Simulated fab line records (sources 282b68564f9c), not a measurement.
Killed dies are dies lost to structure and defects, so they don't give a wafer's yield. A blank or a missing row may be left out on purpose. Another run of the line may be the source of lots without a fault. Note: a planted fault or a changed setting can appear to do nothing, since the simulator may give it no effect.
Comparing a struck lot with a sound one -- flow rit_cmos -- 44 steps out of a route of 202
Sound: these wafers, L324.2, L324.4, L324.6. Wafers struck: L326.3, L326.4, L326.6. The cause is given at the end.
Order at every step that has rows: each side's tool, ch and its chambers, its first start. Under that, the readings that differ: sound wafers -- struck wafers -- difference of the means -- sigmas: that difference in standard deviations of wafers without a fault.
alike: readings whose means differ by less than 2 such deviations, and words and numbers that are the same on both sides. not compared: withheld readings, readings that some wafer has no value for, bounds like >300 that may hide the same value, and numbers for which the record gives no deviation and whose values overlap.
Wherever a step has rows on one side only, a row that says differs or no value, or a row with sigmas, the two part there. When numbers do not overlap yet have no deviation, they are printed without sigmas and do not part them. A reading that every wafer of one side lacks parts them only if that side has two wafers or more.

first, 2 steps without rows for these wafers: RIT_NLDD_HARDBAKE_07 (time 60 s); RIT_NLDD_IMPLANT_08.
RIT_NLDD_STRIP_09: strips in O2, time 180 s.
  sound on plasma_asher-01 ch 0,1, day 4 14:40; struck on plasma_asher-04 ch 0,1, day 5 01:08
  alike: drypump_motor_current_A
  not compared: rf_hours_counter_h
RIT_NLDD_TW_MEAS_10:
  sound on film_metro-02 at day 4 14:50; struck on film_metro-02 at day 5 01:16
  alike: NLDD_TW
then, 6 steps without rows for these wafers: RIT_PLDD_HMDS_00 (prime time 60 s); RIT_PLDD_COAT_01 (resist thk 1000 nm); RIT_PLDD_SOFTBAKE_02 (time 60 s); RIT_PLDD_EXPOSE_03 (exposes mask M8, target cd 40900 nm); RIT_PLDD_PEB_04; RIT_PLDD_DEVELOP_05 (develop time 50 s).
RIT_PLDD_OVL_MEAS_06:
  sound on overlay-02 at day 4 15:52; struck on overlay-01 at day 5 02:18
  alike: PLDD_OVL
then, 1 step without rows for these wafers: RIT_PLDD_HARDBAKE_07 (time 60 s).
RIT_PLDD_IMPLANT_08:
  sound on implanter-03 ch 0, day 4 16:05; struck on implanter-03 ch 0, day 5 02:31
reading,sound,struck,difference,sigmas
dose_ions_cm2,8.991e+14 8.968e+14 8.99e+14,1.4413e+15 1.4401e+15 1.4412e+15,+5.4257e+14,+99 or more
end_station_pressure_torr (Torr),7.1e-06 7.2e-06 6.8e-06,8.3e-06 9.1e-06 8.6e-06,+1.6e-06,+4
faraday_current_uA,2851 2856 2875,4512 4446 4491,+1622,+31
RIT_PLDD_STRIP_09: strips in O2, time 180 s.
  sound on plasma_asher-01 ch 0, day 4 16:12; struck on plasma_asher-03 ch 0,1, day 5 02:41
  alike: drypump_motor_current_A
  not compared: rf_hours_counter_h
RIT_PLDD_TW_MEAS_10:
  sound on film_metro-04 at day 4 16:23; struck on film_metro-02 at day 5 02:49
reading,sound,struck,difference,sigmas
PLDD_TW,2383 2393 2372,2645 2627 2616,+247,+12
then, 4 steps without rows for these wafers: RIT_SPACER_CLEAN_00 (cleans in SC1, time 600 s); RIT_SPACER_CLEAN_01 (cleans in dHF, time 30 s); RIT_SPACER_CLEAN_02 (cleans in SC2, time 600 s); RIT_SPACER_CVD_03 (deposits Si3N4 from SiH2Cl2/NH3, target thk 250 nm, time 3173 s).
RIT_SPACER_THK_MEAS_04:
  sound on film_metro-03 at day 4 19:49; struck on film_metro-03 at day 5 05:12
  alike: SPACER_NITRIDE_THK
RIT_SPACER_ETCHBACK_05: etches Si3N4 in SF6/CHF3, stops on SiO2, target depth 250 nm, time 240 s.
  sound on rie_diel-01 ch 1,3, day 4 19:52; struck on rie_diel-04 ch 1,3, day 5 05:14
  alike: drypump_motor_current_A, oes_product_au, throttle_valve_pct
  not compared: rf_hours_counter_h
then, 6 steps without rows for these wafers: RIT_NSD_HMDS_00 (prime time 60 s); RIT_NSD_COAT_01 (resist thk 1000 nm); RIT_NSD_SOFTBAKE_02 (time 60 s); RIT_NSD_EXPOSE_03 (exposes mask M9, target cd 40700 nm); RIT_NSD_PEB_04; RIT_NSD_DEVELOP_05 (develop time 50 s).
RIT_NSD_OVL_MEAS_06:
  sound on overlay-01 at day 4 20:53; struck on overlay-02 at day 5 06:15
  alike: NSD_OVL
then, 2 steps without rows for these wafers: RIT_NSD_HARDBAKE_07 (time 60 s); RIT_NSD_IMPLANT_08.
RIT_NSD_STRIP_09: strips in O2, time 180 s.
  sound on plasma_asher-04 ch 0,1, day 4 21:13; struck on plasma_asher-04 ch 0,1, day 5 06:38
  alike: drypump_motor_current_A
  not compared: rf_hours_counter_h
RIT_NSD_TW_MEAS_10:
  sound on film_metro-04 at day 4 21:23; struck on film_metro-01 at day 5 06:46
reading,sound,struck,difference,sigmas
NSD_TW,3169 3180 3186,3110 3111 3118,-65,-2
then, 6 steps without rows for these wafers: RIT_PSD_HMDS_00 (prime time 60 s); RIT_PSD_COAT_01 (resist thk 1000 nm); RIT_PSD_SOFTBAKE_02 (time 60 s); RIT_PSD_EXPOSE_03 (exposes mask M10, target cd 40900 nm); RIT_PSD_PEB_04; RIT_PSD_DEVELOP_05 (develop time 50 s).
RIT_PSD_OVL_MEAS_06:
  sound on overlay-02 at day 4 22:26; struck on overlay-02 at day 5 07:55
  alike: PSD_OVL
then, 2 steps without rows for these wafers: RIT_PSD_HARDBAKE_07 (time 60 s); RIT_PSD_IMPLANT_08.
RIT_PSD_STRIP_09: strips in O2, time 180 s.
  sound on plasma_asher-03 ch 0,1, day 4 22:46; struck on plasma_asher-03 ch 0,1, day 5 08:17
  alike: drypump_motor_current_A
  not compared: rf_hours_counter_h
RIT_SDANNEAL_RS_MEAS_06: measures by four-point-probe.
  sound on film_metro-01 at day 4 23:41; struck on film_metro-01 at day 5 09:11
reading,sound,struck,difference,sigmas
PLDD_RS (ohm/sq),179.1 178.8 178.7,157.8 157.2 157.4,-21.4,-42
RIT_M1_PROBE_99:
  sound on prober-01 at day 5 06:47; struck on prober-01 at day 5 16:23
reading,sound,struck,difference,sigmas
model.etest.pmos_turned.r_on_ohm_um,3642 3484 3568,3223 3304 3284,-294,
model.etest.pmos_0p3.r_on_ohm_um,6479 6230 6300,6025 6095 6150,-246,
model.etest.pmos_0p15.r_on_ohm_um,2928 2790 2859,2598 2650 2670,-220,
model.etest.pldd.rs_ohm_sq,529.5 508.8 537.4,379 390.4 383.3,-141,
model.etest.pldd.line_ohm_um,165.8 159 168.8,119.4 120.6 119.6,-44.7,
model.etest.pmos_turned.drive_ua_um,175.2 186.8 180.1,202.1 197.9 197.4,+18.4,
model.etest.pmos_0p15.drive_ua_um,237.3 247.9 245.7,270.9 261.4 263.6,+21.7,
model.etest.pmos_0p3.drive_ua_um,97.81 101.3 101.3,106.5 104.5 103.9,+4.8,
  alike: killed_at_front_end, killed_dies, killed_open, killed_short

== WHERE THEY PART ==
Last at RIT_SDANNEAL_RS_MEAS_06 as far as this record goes, first at RIT_PLDD_IMPLANT_08. Later steps at which nothing parts them and some readings are alike: RIT_M1_PROBE_99.

WHY: what had been put in by the simulator
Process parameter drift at RIT_PLDD_IMPLANT_08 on implanter-03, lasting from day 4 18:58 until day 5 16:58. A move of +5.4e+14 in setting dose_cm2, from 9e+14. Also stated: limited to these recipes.
